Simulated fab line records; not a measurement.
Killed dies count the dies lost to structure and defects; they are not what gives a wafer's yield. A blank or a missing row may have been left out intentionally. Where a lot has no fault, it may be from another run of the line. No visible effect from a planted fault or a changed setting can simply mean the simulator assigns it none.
Split-lot study -- flow berkeleyCmos170 -- 5 lots, 23 wafers read, on a route of 331 steps

## ABOUT THE SPLIT
At UCB170_WELLDRIVE_OXIDATION_01 (target thk 199 nm, ox time 9000 s), the setting oxTimeS was moved away from the recipe's 9000 s on 15 of the 23 wafers read, by -8.3% to +9.8%. This setting was run at the recipe's value on the other wafers.

Split to reading: the file shows no intervening step.

## THE READING
WELLDRIVE_OXIDE_THK at UCB170_WELLDRIVE_THK_MEAS_02, in nm. On this fab line, fault-free wafers typically give 199 nm with a standard deviation of 4.5 nm.

wafer,"tool, chamber at the split","oxTimeS as run, s",against the recipe,"WELLDRIVE_OXIDE_THK, nm",against lot-mates on the recipe
L075.1,"-, -",8249,-8.3%,184,no lot-mate on the recipe
L075.2,"-, -",8249,-8.3%,184,no lot-mate on the recipe
L075.3,"-, -",8249,-8.3%,186,no lot-mate on the recipe
L075.4,"-, -",8249,-8.3%,185,no lot-mate on the recipe
L075.5,"-, -",8249,-8.3%,185,no lot-mate on the recipe
L077.2,"-, -",9882,+9.8%,207,no lot-mate on the recipe
L077.3,"-, -",9882,+9.8%,208,no lot-mate on the recipe
L077.4,"-, -",9882,+9.8%,205,no lot-mate on the recipe
L077.5,"-, -",9882,+9.8%,205,no lot-mate on the recipe
L077.6,"-, -",9882,+9.8%,206,no lot-mate on the recipe
L081.1,"furnace-02, 0",9000,recipe,199,-
L081.2,"furnace-02, 0",9000,recipe,195,-
L081.3,"furnace-02, 0",9000,recipe,199,-
L083.1,"-, -",9000,recipe,196,-
L083.2,"-, -",9000,recipe,193,-
L083.3,"-, -",9000,recipe,195,-
L083.5,"-, -",9000,recipe,195,-
L083.6,"-, -",9000,recipe,197,-
L085.1,"-, -",9690,+7.7%,207,no lot-mate on the recipe
L085.2,"-, -",9690,+7.7%,209,no lot-mate on the recipe
L085.3,"-, -",9690,+7.7%,210,no lot-mate on the recipe
L085.4,"-, -",9690,+7.7%,211,no lot-mate on the recipe
L085.5,"-, -",9690,+7.7%,206,no lot-mate on the recipe

THE FIT
A straight line over all 23 wafers: WELLDRIVE_OXIDE_THK changes by +1.29 nm for each +1% of oxTimeS; r = +0.97; the points scatter about the line by 2.4 nm.
Too few moved wafers have a lot-mate on the recipe to fit a line with each lot's own level taken away.

## THE WHOLE CHAIN: every reading that the file lists as answering this split, in the file's order
step,what it does,reading,change (the file's fit),r (the file's)
UCB170_WELLDRIVE_OXIDATION_01,"target thk 199 nm, ox time 9000 s","SiO2_of_WELLDRIVE_OXIDATION_01.thkNm (the simulator's own value, which no gauge read)",+1.29 nm for each +1% of the setting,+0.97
UCB170_WELLDRIVE_THK_MEAS_02,,WELLDRIVE_OXIDE_THK,+1.3 for each +1% of the setting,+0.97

## FILE'S OWN FIT
WELLDRIVE_OXIDE_THK changes by +1.3 nm for each +1% of oxTimeS, r = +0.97.
